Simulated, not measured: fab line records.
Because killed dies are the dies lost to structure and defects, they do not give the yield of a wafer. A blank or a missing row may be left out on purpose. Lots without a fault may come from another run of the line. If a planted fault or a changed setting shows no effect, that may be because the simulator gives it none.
fab line records	flow rit-cmos
record lots=15	wafers=45	last-day=7
route steps=202 shown ACTIVE@1 NWELL@34 PWELL@41 PRETRO@73 M1@202
lots that met no fault: from a run of the same line without faults
start-h: hours from the record's first day to the start of the lot's first wafer shown	wait-h: time in hours since the lot's previous step	" the same as in the row above	L1.1+2: a row that stands for several wafers	- no value, or no start given	* or withheld: withheld	< > ~ a bound
route shown NAME@n: names a module that has steps shown in the file, with the first one's number in the route	usual: average and standard deviation across the fault-free wafers	same: alike in all rows	chamber/n: place in a boat	sites: the reading at each site	_std_site: the standard deviation of these	_edge_site: inner sites' mean taken away from outer sites' mean	radius-mm: for every site, how far away it sits from the centre of the wafer	mask NAME#n: copy n	behind: tool/chamber where the wafer was last shaped	hold: why the lot was held/for how many hours/how that ended	device: whichever transistor did not switch (one of n, p or np)	end of line: tests run on the same wafers once the route is complete	a step given without rows: its recipe and nothing more	killed: count of dies lost to structure and defects at first sort (not the wafer's yield)	map: a wafer's dies, x killed, . not, _ none there
set.NAME: setting as actually run; set.NAME@STEP: the setting as run at that earlier step	model.NAME: the simulator's own value behind a step, which no gauge read
a sample of lots followed through the steps of the route, with each step as a table and each wafer as a row
services: a tool's chamber out of use, with start hour (start-h, from the record's first day; less than 0 if before it), hours out, and reason
## steps
# step RIT_ACTIVE_BOW_MEAS_00
# recipe mode=bow
# usual INCOMING_BOW=0/6.9
lot.wafer	tool	chamber	start-h	wait-h	INCOMING_BOW[um]
L312.2	film-metro-03	-	10.02	-	7
L312.3	"	-	"	"	-6
L312.5	"	-	"	"	7
L313.3	film-metro-01	-	15.04	-	-5
L313.5	"	-	"	"	9
L313.6	"	-	"	"	-12
L316.1	film-metro-03	-	30.00	-	0
L316.4	"	-	"	"	-10
L316.6	"	-	"	"	9
L317.2	film-metro-03	-	35.02	-	2
L317.4	"	-	"	"	-7
L317.6	"	-	"	"	-8
L318.3	film-metro-02	-	40.04	-	-10
L318.4	"	-	"	"	6
L318.6	"	-	"	"	0
L320.1	film-metro-02	-	50.00	-	3
L320.3	"	-	"	"	-21
L320.4	"	-	"	"	1
L322.1	film-metro-02	-	60.00	-	-2
L322.5	"	-	"	"	-4
L322.6	"	-	"	"	5
L323.2	film-metro-02	-	65.02	-	4
L323.3	"	-	"	"	9
L323.5	"	-	"	"	-5
L326.2	film-metro-01	-	80.02	-	-2
L326.3	"	-	"	"	-2
L326.4	"	-	"	"	3
L328.2	film-metro-02	-	90.02	-	-2
L328.3	"	-	"	"	0
L328.4	"	-	"	"	-14
L329.2	film-metro-01	-	95.02	-	5
L329.4	"	-	"	"	-6
L329.6	"	-	"	"	7
L330.3	film-metro-01	-	100.04	-	3
L330.4	"	-	"	"	-2
L330.5	"	-	"	"	-9
L331.3	film-metro-01	-	105.04	-	0
L331.5	"	-	"	"	-6
L331.6	"	-	"	"	1
L333.1	film-metro-01	-	115.00	-	13
L333.3	"	-	"	"	-1
L333.6	"	-	"	"	-3
L334.1	film-metro-02	-	120.00	-	17
L334.2	"	-	"	"	4
L334.4	"	-	"	"	-2
# step RIT_NWELL_OVL_MEAS_06
# usual NWELL_OVL=0.4/1.2
lot.wafer	tool	chamber	start-h	wait-h	NWELL_OVL[nm]
L312.2	overlay-01	-	21.36	-	0.3
L312.3	"	-	"	"	0.8
L312.5	"	-	"	"	1.4
L313.3	overlay-01	-	25.66	-	1.4
L313.5	"	-	"	"	1.1
L313.6	"	-	"	"	-0.5
L316.1	overlay-01	-	40.91	-	0.3
L316.4	"	-	"	"	0.5
L316.6	"	-	"	"	-0.2
L317.2	overlay-02	-	45.38	-	0.2
L317.4	"	-	"	"	1.8
L317.6	"	-	"	"	2.3
L318.3	overlay-02	-	50.20	-	1.8
L318.4	"	-	"	"	0.4
L318.6	"	-	"	"	-0.2
L320.1	overlay-01	-	60.49	-	0.3
L320.3	"	-	"	"	0.7
L320.4	"	-	"	"	0.5
L322.1	overlay-01	-	70.31	-	-0.2
L322.5	"	-	"	"	-1.0
L322.6	"	-	"	"	-1.7
L323.2	overlay-02	-	75.40	-	-0.5
L323.3	"	-	"	"	0.1
L323.5	"	-	"	"	-1.0
L326.2	overlay-01	-	90.20	-	1.7
L326.3	"	-	"	"	2.1
L326.4	"	-	"	"	2.8
L328.2	overlay-02	-	101.19	-	1.0
L328.3	"	-	"	"	0.1
L328.4	"	-	"	"	-0.2
L329.2	overlay-01	-	107.63	-	0.7
L329.4	"	-	"	"	1.2
L329.6	"	-	"	"	0.1
L330.3	overlay-01	-	112.82	-	-1.4
L330.4	"	-	"	"	-1.1
L330.5	"	-	"	"	-1.9
L331.3	overlay-01	-	115.73	-	1.1
L331.5	"	-	"	"	-0.9
L331.6	"	-	"	"	0.7
L333.1	overlay-01	-	125.39	-	1.8
L333.3	"	-	"	"	1.6
L333.6	"	-	"	"	1.5
L334.1	overlay-02	-	130.95	-	0.7
L334.2	"	-	"	"	2.3
L334.4	"	-	"	"	0.6
# step RIT_PWELL_SOFTBAKE_02
# recipe resist=NOVOLAK	temp-c=90	time-s=60
# usual heater-power-total-W=34.55/0.048	run-length-s=88.99/0.23
lot.wafer	tool	chamber	start-h	wait-h	heater-power-total-W	run-length-s
L312.2	litho-track-04	0	22.35	0.1	34.63	88.82
L312.3	"	0	"	"	34.46	88.82
L312.5	"	0	"	"	34.53	88.98
L313.3	litho-track-01	0	26.67	0.1	34.54	89.28
L313.5	"	0	"	"	34.56	89.37
L313.6	"	0	"	"	34.46	89.51
L316.1	litho-track-04	0	42.20	0.1	34.50	88.74
L316.4	"	0	"	"	34.58	88.96
L316.6	"	0	"	"	34.54	88.85
L317.2	litho-track-04	0	46.37	0.1	34.52	88.88
L317.4	"	0	"	"	34.48	88.73
L317.6	"	0	"	"	34.63	88.86
L318.3	litho-track-03	0	51.20	0.1	34.52	89.03
L318.4	"	0	"	"	34.47	89.08
L318.6	"	0	"	"	34.55	88.89
L320.1	litho-track-03	0	61.46	0.1	34.54	88.80
L320.3	"	0	"	"	34.56	89.08
L320.4	"	0	"	"	34.62	88.90
L322.1	litho-track-01	0	71.33	0.1	34.56	89.46
L322.5	"	0	"	"	34.44	89.36
L322.6	"	0	"	"	34.59	89.51
L323.2	litho-track-03	0	76.41	0.1	34.59	88.98
L323.3	"	0	"	"	34.58	89.07
L323.5	"	0	"	"	34.53	88.84
L326.2	litho-track-04	0	91.19	0.1	34.61	88.78
L326.3	"	0	"	"	34.56	89.16
L326.4	"	0	"	"	34.58	88.99
L328.2	litho-track-04	0	102.21	0.1	34.56	88.80
L328.3	"	0	"	"	34.49	88.80
L328.4	"	0	"	"	34.60	88.75
L329.2	litho-track-04	0	108.62	0.1	36.15	80.36
L329.4	"	0	"	"	36.18	80.14
L329.6	"	0	"	"	36.22	80.20
L330.3	litho-track-03	0	113.83	0.1	34.51	88.82
L330.4	"	0	"	"	34.64	88.91
L330.5	"	0	"	"	34.50	89.21
L331.3	litho-track-04	0	116.74	0.1	36.23	80.10
L331.5	"	0	"	"	36.22	80.22
L331.6	"	0	"	"	36.19	80.34
L333.1	litho-track-03	0	126.36	0.1	34.56	88.86
L333.3	"	0	"	"	34.52	88.97
L333.6	"	0	"	"	34.55	88.79
L334.1	litho-track-04	0	131.92	0.1	36.23	80.22
L334.2	"	0	"	"	36.16	80.40
L334.4	"	0	"	"	36.24	80.33
# step RIT_PRETRO_STRIP_09
# recipe chemistry=O2	time-s=180	resist=NOVOLAK	platen-temp-c=withheld	power-w=500	pressure-mtorr=4000	o2-flow-sccm=4000
# usual drypump-motor-current-A=5.9/0.32
lot.wafer	tool	chamber	start-h	wait-h	drypump-motor-current-A	rf-hours-counter-h
L312.2	plasma-asher-03	1	32.05	0.1	5.8	26
L312.3	"	1	"	"	5.8	-
L312.5	"	1	"	"	5.7	-
L313.3	plasma-asher-02	1	36.45	0.1	6.0	-
L313.5	"	1	"	"	6.1	-
L313.6	"	0	"	"	6.0	-
L316.1	plasma-asher-02	0	52.01	0.1	6.0	43
L316.4	"	1	"	"	6.0	-
L316.6	"	1	"	"	6.0	-
L317.2	plasma-asher-02	0	56.06	0.1	6.0	43
L317.4	"	0	"	"	6.0	-
L317.6	"	1	"	"	6.0	-
L318.3	plasma-asher-03	0	61.32	0.1	6.1	-
L318.4	"	1	"	"	5.7	-
L318.6	"	1	"	"	5.7	-
L320.1	plasma-asher-02	1	71.49	0.1	6.0	45
L320.3	"	1	"	"	6.1	-
L320.4	"	0	"	"	6.0	-
L322.1	plasma-asher-01	0	81.81	0.1	6.2	41
L322.5	"	0	"	"	6.2	-
L322.6	"	1	"	"	5.2	-
L323.2	plasma-asher-02	1	86.49	0.1	6.1	46
L323.3	"	1	"	"	6.0	-
L323.5	"	1	"	"	6.0	-
L326.2	plasma-asher-01	1	100.86	0.1	5.2	43
L326.3	"	0	"	"	6.2	-
L326.4	"	1	"	"	5.2	-
L328.2	plasma-asher-02	1	111.62	0.1	6.0	49
L328.3	"	0	"	"	6.0	-
L328.4	"	1	"	"	6.0	-
L329.2	plasma-asher-01	0	119.20	0.1	6.2	0
L329.4	"	0	"	"	6.2	-
L329.6	"	0	"	"	6.2	-
L330.3	plasma-asher-02	0	123.44	0.1	6.0	-
L330.4	"	1	"	"	6.0	-
L330.5	"	1	"	"	6.1	-
L331.3	plasma-asher-01	0	126.63	0.1	6.2	-
L331.5	"	0	"	"	6.2	-
L331.6	"	1	"	"	5.2	-
L333.1	plasma-asher-02	0	136.14	0.1	6.0	52
L333.3	"	1	"	"	6.1	-
L333.6	"	1	"	"	6.1	-
L334.1	plasma-asher-01	0	141.61	0.1	6.2	3
L334.2	"	1	"	"	5.2	3
L334.4	"	0	"	"	6.2	-
# step RIT_M1_PROBE_99
# usual killed_at_M0_to_M3=0.0/0.14	killed-at-contacts=0.1/0.29	killed-at-front-end=6.3/2.8	killed-dies=6.4/2.8	killed-on-rim=1.8/1.4	killed-open=3.3/1.7	killed-short=3.1/1.9
# same gross-dies=264	killed_at_M4_up=0	killed-at-back-side=0	killed-at-other=0
lot.wafer	tool	chamber	start-h	wait-h	killed_at_M0_to_M3	killed-at-contacts	killed-at-front-end	killed-dies	killed-on-rim	killed-open	killed-short
L313.3	prober-02	-	63.54	0.2	0	0	4	4	1	3	1
L313.5	prober-02	-	63.64	0.2	0	0	7	7	2	3	4
L313.6	prober-02	-	63.69	0.2	0	0	5	5	0	2	3
L316.1	prober-01	-	76.98	0.1	0	0	8	8	2	7	1
L316.4	prober-01	-	77.13	0.2	0	0	9	9	6	3	6
L316.6	prober-01	-	77.23	0.2	0	1	5	6	0	3	3
L317.2	prober-02	-	83.71	0.1	0	0	7	7	3	5	2
L317.4	prober-02	-	83.81	0.2	0	0	6	6	1	3	3
L317.6	prober-02	-	83.91	0.2	0	0	8	8	2	4	4
L318.3	prober-01	-	87.15	0.2	0	0	9	9	2	6	3
L318.4	prober-01	-	87.20	0.2	0	0	2	2	0	1	1
L318.6	prober-01	-	87.30	0.2	0	0	7	7	0	5	2
L320.1	prober-01	-	97.41	0.1	0	0	7	7	2	3	4
L320.3	prober-01	-	97.51	0.2	0	0	3	3	1	2	1
L320.4	prober-01	-	97.56	0.2	0	0	4	4	1	2	2
L322.1	prober-01	-	107.36	0.1	0	0	11	11	2	5	6
L322.5	prober-01	-	107.56	0.2	0	0	4	4	2	2	2
L322.6	prober-01	-	107.61	0.2	0	0	6	6	2	3	3
L323.2	prober-02	-	112.75	0.1	0	0	5	5	0	5	0
L323.3	prober-02	-	112.80	0.2	0	1	10	11	1	4	6
L323.5	prober-02	-	112.90	0.2	0	1	3	4	0	3	0
L334.1	prober-01	-	167.12	0.1	0	0	5	5	0	2	3
L334.2	prober-01	-	167.17	0.1	0	0	4	4	1	2	2
L334.4	prober-01	-	167.27	0.2	0	0	4	4	1	2	2
# killed by level:class
L313.3 GATE:geometric-particle:open=2 SPACER:geometric-particle:short=1 SPACER:geometric-particle:open=1
L313.5 GATE:geometric-particle:open=2 GATE:geometric-particle:short=2 REOX:geometric-particle:open=1 REOX:geometric-particle:short=1 SILICIDE:geometric-particle:short=1
L313.6 GATE:geometric-particle:short=2 FOX2:geometric-particle:short=1 GATE:geometric-particle:open=1 SPACER:geometric-particle:open=1
L316.1 FOX1:geometric-particle:open=3 SPACER:geometric-particle:open=2 GATE:geometric-particle:open=1 SPACER:geometric-particle:short=1 SILICIDE:geometric-particle:open=1
L316.4 FOX1:geometric-particle:short=2 REOX:geometric-particle:open=2 SPACER:geometric-particle:short=2 GATE:geometric-particle:open=1 GATE:geometric-particle:short=1 REOX:geometric-particle:short=1
L316.6 SPACER:geometric-particle:short=2 GATE:geometric-particle:short=1 REOX:geometric-particle:open=1 SILICIDE:geometric-particle:open=1 CONTACT:geometric-particle:open=1
L317.2 REOX:geometric-particle:open=2 FOX1:geometric-particle:short=1 FOX2:geometric-particle:open=1 GATE:geometric-particle:short=1 GATE:geometric-particle:open=1 SILICIDE:geometric-particle:open=1
L317.4 FOX2:geometric-particle:short=3 GATE:geometric-particle:open=2 FOX2:geometric-particle:open=1
L317.6 GATE:geometric-particle:short=2 SILICIDE:geometric-particle:open=2 FOX2:geometric-particle:short=1 FOX2:geometric-particle:open=1 GATE:geometric-particle:open=1 SILICIDE:geometric-particle:short=1
L318.3 GATE:geometric-particle:open=3 FOX1:geometric-particle:open=1 FOX1:geometric-particle:short=1 FOX2:geometric-particle:short=1 FOX2:geometric-particle:open=1 GATE:geometric-particle:short=1 REOX:geometric-particle:open=1
L318.4 GATE:geometric-particle:short=1 GATE:geometric-particle:open=1
L318.6 REOX:geometric-particle:open=2 SPACER:geometric-particle:open=2 GATE:geometric-particle:short=1 REOX:geometric-particle:short=1 SILICIDE:geometric-particle:open=1
L320.1 GATE:geometric-particle:short=2 SILICIDE:geometric-particle:short=2 FOX1:geometric-particle:open=1 GATE:geometric-particle:open=1 SILICIDE:geometric-particle:open=1
L320.3 FOX1:geometric-particle:open=1 GATE:geometric-particle:short=1 GATE:geometric-particle:open=1
L320.4 FOX1:geometric-particle:short=1 FOX1:geometric-particle:open=1 GATE:geometric-particle:short=1 GATE:geometric-particle:open=1
L322.1 SPACER:geometric-particle:open=3 GATE:geometric-particle:short=2 FOX1:geometric-particle:open=1 FOX1:geometric-particle:short=1 GATE:geometric-particle:open=1 REOX:geometric-particle:short=1 SPACER:geometric-particle:short=1 SILICIDE:geometric-particle:short=1
L322.5 FOX1:geometric-particle:open=2 GATE:geometric-particle:short=2
L322.6 FOX2:geometric-particle:short=1 GATE:geometric-particle:short=1 GATE:geometric-particle:open=1 SPACER:geometric-particle:short=1 SPACER:geometric-particle:open=1 SILICIDE:geometric-particle:open=1
L323.2 REOX:geometric-particle:open=3 FOX2:geometric-particle:open=1 GATE:geometric-particle:open=1
L323.3 GATE:geometric-particle:open=2 GATE:geometric-particle:short=2 REOX:geometric-particle:short=2 FOX1:geometric-particle:open=1 FOX1:geometric-particle:short=1 FOX2:geometric-particle:open=1 SPACER:geometric-particle:short=1 CONTACT:coat-microbubble-printed=1
L323.5 REOX:geometric-particle:open=2 SPACER:geometric-particle:open=1 CONTACT:coat-microbubble-printed=1
L334.1 GATE:geometric-particle:short=2 FOX1:geometric-particle:open=1 REOX:geometric-particle:open=1 SPACER:geometric-particle:short=1
L334.2 FOX2:geometric-particle:open=2 FOX1:geometric-particle:short=1 SPACER:geometric-particle:short=1
L334.4 FOX1:geometric-particle:open=1 FOX1:geometric-particle:short=1 REOX:geometric-particle:short=1 SPACER:geometric-particle:open=1
## services
tool	chamber	start-h	hours	kind
plasma-asher-03	-	71.77	2.8	pm
plasma-asher-01	-	108.75	9.0	pm
plasma-asher-01	0	108.75	9.0	vent-cycle
plasma-asher-01	1	108.75	9.0	vent-cycle
plasma-asher-01	0	117.75	-	clean
plasma-asher-01	1	117.75	-	clean
## key
first-sign step=RIT_PWELL_SOFTBAKE_02	reading=run-length-s	direction=down	sigmas=38	usual=*	struck=*
effect step=RIT_PWELL_SOFTBAKE_02	reading=heater-power-total-W	direction=up	sigmas=35	usual=34.55	struck=36.20
met-at RIT_PWELL_SOFTBAKE_02
struck-lots L329,L331,L334
tester-left-out L329,L331,L334
not-acting-at RIT_ACTIVE_BOW_MEAS_00,RIT_NWELL_OVL_MEAS_06,RIT_PRETRO_STRIP_09
onset-between 102.21 108.62
fault kind=process-parameter-drift	tool=litho-track-04	chamber=-	onset-h=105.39	steps=RIT_PWELL_SOFTBAKE_02	channel=time-s	offset=*	shape=step	end-h=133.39	acts-in=*	stated=*
# tester-left-out: of these lots the tester's yield and bins aren't shown, on N5 and GAA mostly nor the transistor test; their killed dies are dies lost to structure and defects alone, not to doping, threshold or leakage, so they don't give the yield
